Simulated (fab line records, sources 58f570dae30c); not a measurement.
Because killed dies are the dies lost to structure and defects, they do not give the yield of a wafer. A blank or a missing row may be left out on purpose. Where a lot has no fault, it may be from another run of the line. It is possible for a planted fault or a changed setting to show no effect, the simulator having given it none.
Problem report, 8D (eight disciplines) form, completed by code + flow berkeley_cmos170 + the parts of the form that need people (team, actions taken, sign-off) are left out

1. WHAT IS WRONG
Wafers without a fault read 1499.8 rpm, standard deviation 0.97; spin_speed_rpm at UCB170_M2_COAT_05 reads a mean of 1475.9 rpm on 9 wafers belonging to 3 lots. Relative to the usual mean, that is a shift of -25 standard deviations.
The step: resist thk 900 nm.
Earliest sighting: wafer L444.2 on litho_track-02 at day 10 05:15. At this step, 21 wafers from 7 lots have a number in the record. By rule, "out" or "out of limits" means more than 4 standard deviations away from the usual mean. All remaining wafers that have a number are taken as sound.

2. WHAT IT IS AND WHAT IT IS NOT
| question                    | is                     | is not                                                                   |
|-----------------------------|------------------------|--------------------------------------------------------------------------|
| which readings at this step | spin_speed_rpm         | resist_line_temp_C                                                       |
| which lots                  | L444, L445, L447       | L441, L442, L454, L456                                                   |
| which wafers of those lots  | all that have a number | -                                                                        |
| read on which tools         | litho_track-02         | litho_track-03                                                           |
| when                        | from day 10 05:15      | up to then (6 sound wafers); but 6 sound wafers of L454, L456 came after |

3. SUSPECTS, AND WHAT RULES EACH OUT
Counting: a tool at any process step up to the reading remains a suspect when it ran all the lots that are out and ran no sound lot after the first of those.
- litho_track-02 at UCB170_M2_COAT_05 (resist thk 900 nm): kept. It ran every lot that is out, first L444 (day 10 05:15), and no sound lot after that; its last sound lot up to then is L442 (day 9 13:31). Its own readings are out on those wafers: spin_speed_rpm.
The count leaves litho_track-02 at UCB170_M2_COAT_05.

4. THE CAUSE (what the simulator had put in)
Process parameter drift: litho_track-02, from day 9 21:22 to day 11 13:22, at UCB170_M2_COAT_05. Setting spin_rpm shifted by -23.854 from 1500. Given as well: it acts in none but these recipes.
This tool alone remained once counting was done.

5. THE CHAIN OF EFFECTS, in route order
Each row: a reading where the mean over the struck wafers with a number is more than 3 standard deviations away from the usual. Only readings for which the record gives a usual standard deviation are gone through. hours: the time from each lot's start at the first step in this table that gives one to its start at this step, as a median over the lots. sigmas: the change in usual standard deviations.
| hours | step              | reading        | usual      | on struck wafers | change | sigmas |
|-------|-------------------|----------------|------------|------------------|--------|--------|
| 0     | UCB170_M2_COAT_05 | spin_speed_rpm | 1499.8 rpm | 1475.9           | -23.9  | -25    |
Its process steps:
- UCB170_M2_COAT_05: resist thk 900 nm.

6. WHAT WOULD HAVE CAUGHT IT SOONER
The fault began at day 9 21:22; the first out-of-limits reading in this record came at day 10 05:15, 8 hours later.
